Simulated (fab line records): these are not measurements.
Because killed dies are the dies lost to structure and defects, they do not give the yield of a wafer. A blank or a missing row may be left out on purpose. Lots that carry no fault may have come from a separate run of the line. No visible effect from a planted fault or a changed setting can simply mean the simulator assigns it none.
Which of the tools did it? | flow rit-cmos | Sampling: 13 lots, 39 wafers, 2 of 202 route steps

## WHAT THE GAUGES READ, wafer by wafer
RIT_GATE_CD_MEAS_16: the cd target is 150 nm. Usual: 150.1 nm for cd-nm, sd 2.6.
lot  | measured    | on        | cd-nm (nm)        | flag
L480 | day 2 23:28 | cd-sem-01 | 143.5 146.1 146.0 |
L482 | day 3 05:05 | cd-sem-01 | 152.1 152.0 151.0 |
L481 | day 3 05:17 | cd-sem-02 | 150.5 150.3 148.2 |
L483 | day 3 12:14 | cd-sem-01 | 155.6 154.4 156.8 |
L484 | day 3 15:34 | cd-sem-01 | 149.0 149.0 145.9 |
L487 | day 4 05:40 | cd-sem-01 | 145.3 147.6 146.2 |
L488 | day 4 07:50 | cd-sem-01 | 149.5 151.9 152.1 |
L489 | day 4 19:59 | cd-sem-02 | 146.8 149.3 147.4 |
L491 | day 4 23:11 | cd-sem-01 | 151.5 148.5 152.8 |
L492 | day 5 06:23 | cd-sem-01 | 199.4 196.9 197.8 | OFF
L493 | day 5 09:13 | cd-sem-01 | 148.9 146.9 147.7 |
L498 | day 6 12:56 | cd-sem-01 | 151.0 151.4 152.2 |
L502 | day 7 08:02 | cd-sem-02 | 147.6 147.0 148.0 |

## EACH LOT AND THE TOOL THAT RAN IT (in order: tool; ch and the chambers of the sampled wafers; start)
lot  | RIT_GATE_EXPOSE_13
L480 | iline-stepper-01 ch 0, day 2 23:04
L482 | iline-stepper-02 ch 0, day 3 04:41
L481 | iline-stepper-01 ch 0, day 3 04:53
L483 | iline-stepper-01 ch 0, day 3 11:50
L484 | iline-stepper-01 ch 0, day 3 15:10
L487 | iline-stepper-01 ch 0, day 4 05:16
L488 | iline-stepper-01 ch 0, day 4 07:26
L489 | iline-stepper-02 ch 0, day 4 19:35
L491 | iline-stepper-02 ch 0, day 4 22:47
L492 | iline-stepper-01 ch 0, day 5 05:59
L493 | iline-stepper-01 ch 0, day 5 08:49
L498 | iline-stepper-01 ch 0, day 6 12:31
L502 | iline-stepper-02 ch 0, day 7 07:22
- RIT_GATE_EXPOSE_13: exposes mask M6, target cd 150 nm.

## AS READ BY THE TOOLS THEMSELVES (means over the sampled wafers that have a number; for cases with no such wafer, the mark the record gives instead)
The record holds no such reading with a usual standard deviation.

## THE ANSWER, worked out from the rows above alone
Rule: take the mean of a lot's wafers that have a number; if it is more than 3 standard deviations from the usual mean, the lot is off. Also off: a lot with no number at a reading for which 4 or more lots have one. All remaining lots with rows at the step are treated as sound. The gauges are gone through in route order, then the tools' own readings, and for those a lot's mean is taken as printed above. The first step at which some lot is off is used, and at that step the reading that is off furthest; a lot without a number counts as furthest.
Off, at RIT_GATE_CD_MEAS_16 on cd-nm: L492.
If a tool, at a process step before that reading, ran all the lots that are off and no sound lot after the first of them, it fits. Those tools and the gauges at RIT_GATE_CD_MEAS_16 are tried in the same way. Of those tried, none fits.

## WHAT HAD BEEN PUT IN BY THE SIMULATOR
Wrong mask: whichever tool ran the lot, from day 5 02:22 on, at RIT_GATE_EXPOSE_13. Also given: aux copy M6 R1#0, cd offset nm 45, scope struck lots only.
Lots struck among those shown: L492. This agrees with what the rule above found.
